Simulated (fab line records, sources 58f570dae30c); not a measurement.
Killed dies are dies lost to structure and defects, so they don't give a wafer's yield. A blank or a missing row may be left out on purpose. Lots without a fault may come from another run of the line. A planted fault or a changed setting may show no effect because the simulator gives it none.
Which tool did it? | flow berkeley_cmos170 | 7 lots, 21 wafers sampled, at 2 steps of a route of 331

WHAT THE GAUGES READ, wafer by wafer
UCB170_NSD_CD_MEAS_06: target cd 1200 nm.
lot  | measured     | on        | cd_nm (nm)
L400 | day 7 22:25  | cd_sem-02 | 1201.1 1200.6 1201.3
L405 | day 8 05:52  | cd_sem-02 | 1199.0 1200.0 1199.8
L406 | day 9 00:55  | cd_sem-02 | 1199.0 1199.0 1198.0
L410 | day 9 11:58  | cd_sem-01 | 1200.6 1200.4 1198.9
L418 | day 11 12:09 | cd_sem-02 | - - -
L420 | day 12 06:16 | cd_sem-01 | 1198.8 1200.1 1200.1
L422 | day 12 12:26 | cd_sem-01 | 1202.1 1201.9 1202.2

WHICH TOOL RAN EACH LOT (tool, then ch and the chambers of the sampled wafers, then the start)
lot  | UCB170_NSD_COAT_01
L400 | litho_track-03 ch 0, day 7 21:27
L405 | litho_track-03 ch 0, day 8 05:11
L406 | litho_track-01 ch 0, day 8 23:57
L410 | litho_track-02 ch 0, day 9 11:07
L418 | litho_track-01, day 11 11:22
L420 | litho_track-02 ch 0, day 12 05:34
L422 | litho_track-03 ch 0, day 12 11:44
- UCB170_NSD_COAT_01: resist thk 900 nm.

THE ANSWER, worked out from the rows above alone
Rule: what is usual is taken from the lots themselves. Put in order of their means at a reading, lots are off if they are a third of the lots or fewer, leave a main group of 4 or more, and stand apart from it by a gap of 3 or more times the standard deviation of the main group's means; of several such gaps the widest counts. A main group whose means are all the same, to the digits that the tables above print for the reading, isn't used. A lot without any number at a reading at which 4 lots or more have one is off too. The other lots that the step has rows for count as sound.
Off: L418, at UCB170_NSD_CD_MEAS_06 (cd_nm). Without a number there: L418. The main group: mean 1200.2 nm, standard deviation 1.1.
A tool fits if, at a process step before that reading, it ran every lot that is off, and no sound lot after the first of them. The gauges at UCB170_NSD_CD_MEAS_06 are tried like those tools. Can't be told from this: 2 tools fit, litho_track-01 at UCB170_NSD_COAT_01, cd_sem-02 at UCB170_NSD_CD_MEAS_06.

WHAT THE SIMULATOR HAD PUT IN
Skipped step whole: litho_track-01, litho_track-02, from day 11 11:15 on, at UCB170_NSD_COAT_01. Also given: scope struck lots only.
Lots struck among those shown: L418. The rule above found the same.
